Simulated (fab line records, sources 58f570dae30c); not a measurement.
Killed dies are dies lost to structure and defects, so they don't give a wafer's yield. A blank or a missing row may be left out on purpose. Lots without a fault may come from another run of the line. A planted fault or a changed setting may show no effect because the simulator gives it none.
A struck lot beside a sound one | flow berkeley_cmos170 | 14 steps out of a route of 331
Sound: wafers L828.2, L828.3, L828.5. Struck: wafers L822.1, L822.2, L822.3. The cause comes at the end.
At each step with rows: each side's tool, then ch and its chambers, then its first start. Under that, the readings that differ: sound wafers | struck wafers | difference of the means | sigmas: that difference in standard deviations of wafers without a fault.
alike: readings whose means differ by less than 2 such deviations, and words and numbers that are the same on both sides. not compared: withheld readings, readings that some wafer has no value for, bounds like >300 that may hide the same value, and numbers for which the record gives no deviation and whose values overlap.
The two part at a step that has a row with sigmas, a row that says differs or no value, or rows on one side only. Numbers that don't overlap but have no deviation are shown without sigmas and don't part them. A reading that every wafer of one side lacks parts them only if that side has two wafers or more.

first, 3 steps without rows for these wafers: UCB170_NLDD_EXPOSE_03 (exposes mask NSELECT, target cd 1200 nm); UCB170_NLDD_PEB_04; UCB170_NLDD_DEVELOP_05 (develop time 45 s).
UCB170_NLDD_CD_MEAS_06: target cd 1200 nm.
  sound on cd_sem-02, day 10 08:07; struck on cd_sem-02, day 9 11:15
  alike: cd_nm
UCB170_NLDD_OVL_MEAS_07:
  sound on overlay-02, day 10 08:13; struck on overlay-02, day 9 11:22
  alike: NLDD_OVL
then, 2 steps without rows for these wafers: UCB170_NLDD_IMPLANT_08; UCB170_NLDD_IMPLANT_09.
UCB170_NLDD_STRIP_10: strips in O2.
  sound on plasma_asher-01 ch 0, day 10 08:32; struck on plasma_asher-01 ch 0,1, day 9 11:42
  alike: drypump_motor_current_A, oes_product_au, strip_time_to_endpoint_s
  not compared: rf_hours_counter_h
UCB170_NLDD_TW_MEAS_11:
  sound on film_metro-01, day 10 08:39; struck on film_metro-03, day 9 11:48
  alike: NLDD_TW
then, 1 step without rows for these wafers: UCB170_NLDD_CLEAN_12 (cleans in SPM, time 600 s).
UCB170_SPACER_CVD_00: deposits SiO2 from TEOS/O2, target thk 376 nm, time 47 s.
  sound on pecvd-01 ch 0,1,2, day 10 08:59; struck on pecvd-04 ch 0,1,2, day 9 12:03
  alike: heater_power_w
UCB170_SPACER_THK_MEAS_01:
  sound on film_metro-02, day 10 09:02; struck on film_metro-03, day 9 12:07
  alike: SPACER_TEOS_THK
UCB170_SPACER_ANNEAL_02: time 1800 s.
  sound on furnace-02 ch 0, day 10 09:34; struck on furnace-04, day 9 13:24
  no value came back on the struck wafers for spike_tc_centre_C (C), spike_tc_load_C (C), tube_center_temp_C (C); on the sound wafers spike_tc_centre_C (C) reads 902.1 899.9 900.0
UCB170_SPACER_ETCHBACK_03: etches SiO2 in CHF3/CF4/Ar, stops on Si, target depth 376 nm, time 100 s.
  sound on rie_diel-04 ch 1,2, day 10 11:04; struck on rie_diel-01 ch 1,2,3, day 9 14:54
  alike: drypump_motor_current_A, oes_product_au, throttle_valve_pct
  not compared: rf_hours_counter_h

WHERE THEY PART
Only at UCB170_SPACER_ANNEAL_02, within this record. Later steps at which nothing parts them and some readings are alike: UCB170_SPACER_ETCHBACK_03.

WHY: what the simulator had put in
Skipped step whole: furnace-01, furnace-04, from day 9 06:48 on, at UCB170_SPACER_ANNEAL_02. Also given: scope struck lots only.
